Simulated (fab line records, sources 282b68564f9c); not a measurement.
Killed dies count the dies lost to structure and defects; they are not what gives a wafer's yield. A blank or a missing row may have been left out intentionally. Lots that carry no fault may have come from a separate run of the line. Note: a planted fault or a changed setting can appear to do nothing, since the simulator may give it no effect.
One fault through the eyes of 2 desks ; flow rit-cmos ; each desk has only its own numbers; what lay behind them comes last

== THE TOOL OWNER'S DESK: iline-stepper-01 ==
The tool's own readings at RIT_M1_EXPOSE_06 (exposes mask M12, target cd 2600 nm): means of the sampled wafers that have a number, for each lot that ran on this tool. A lot is out of limits, marked OUT, if its mean lies more than 4 standard deviations from the usual mean; the brackets give that distance.
Columns: A = exposure-dose-mJ-cm2 at RIT_M1_EXPOSE_06, usual 249.9
lot;first seen here;A
L965;day 3 05:41;250.2
L966;day 3 10:07;250.3
L967;day 3 16:55;249.8
L969;day 4 04:07;246.2 (-12) OUT
L984;day 7 04:58;249.5
L985;day 7 09:47;249.8
L986;day 7 14:08;249.5
L987;day 7 21:35;249.4
Finding of this desk: L969 out of limits; the first was L969 at day 4 04:07, on exposure-dose-mJ-cm2 at RIT_M1_EXPOSE_06. Within limits: L965, L966, L967, L984, L985, L986, L987.

== AT THE METROLOGY DESK ==
Means of the sampled wafers that have a number, per lot and without regard to the tool the lot ran on: this is what the gauges read. A lot is out of limits, marked OUT, if its mean lies more than 4 standard deviations from the usual mean; the brackets give that distance.
Columns: A = cd-nm at RIT_M1_CD_MEAS_09, usual 2600.3 nm
lot;first seen here;A
L965;day 3 06:07;2601.8
L966;day 3 10:32;2602.0
L967;day 3 17:21;2599.1
L969;day 4 04:32;2577.0 (-10) OUT
L978;day 6 09:02;2602.5
L983;day 7 01:36;2602.5
L984;day 7 05:24;2599.4
L985;day 7 10:13;2601.1
L986;day 7 14:43;2600.0
L987;day 7 22:01;2599.1
L988;day 8 05:24;2602.4
Finding of this desk: L969 out of limits; the first was L969 at day 4 04:32, on cd-nm at RIT_M1_CD_MEAS_09. Within limits: L965, L966, L967, L978, L983, L984, L985, L986, L987, L988.

== TAKEN TOGETHER ==
On L969, at day 4 04:07, an alarm was possible from the tool owner's desk.
L969 would have let the metrology desk raise an alarm at day 4 04:32.
The lots listed all ran RIT_M1_EXPOSE_06 on iline-stepper-01.

== WHAT HAD BEEN PUT IN BY THE SIMULATOR ==
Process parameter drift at RIT_M1_EXPOSE_06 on iline-stepper-01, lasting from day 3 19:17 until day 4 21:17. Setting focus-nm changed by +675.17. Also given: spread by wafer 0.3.
Struck lots among those shown: L969.
Fault start to first reading out of limits, in hours, per desk: tool owner, 9; metrology, 9.
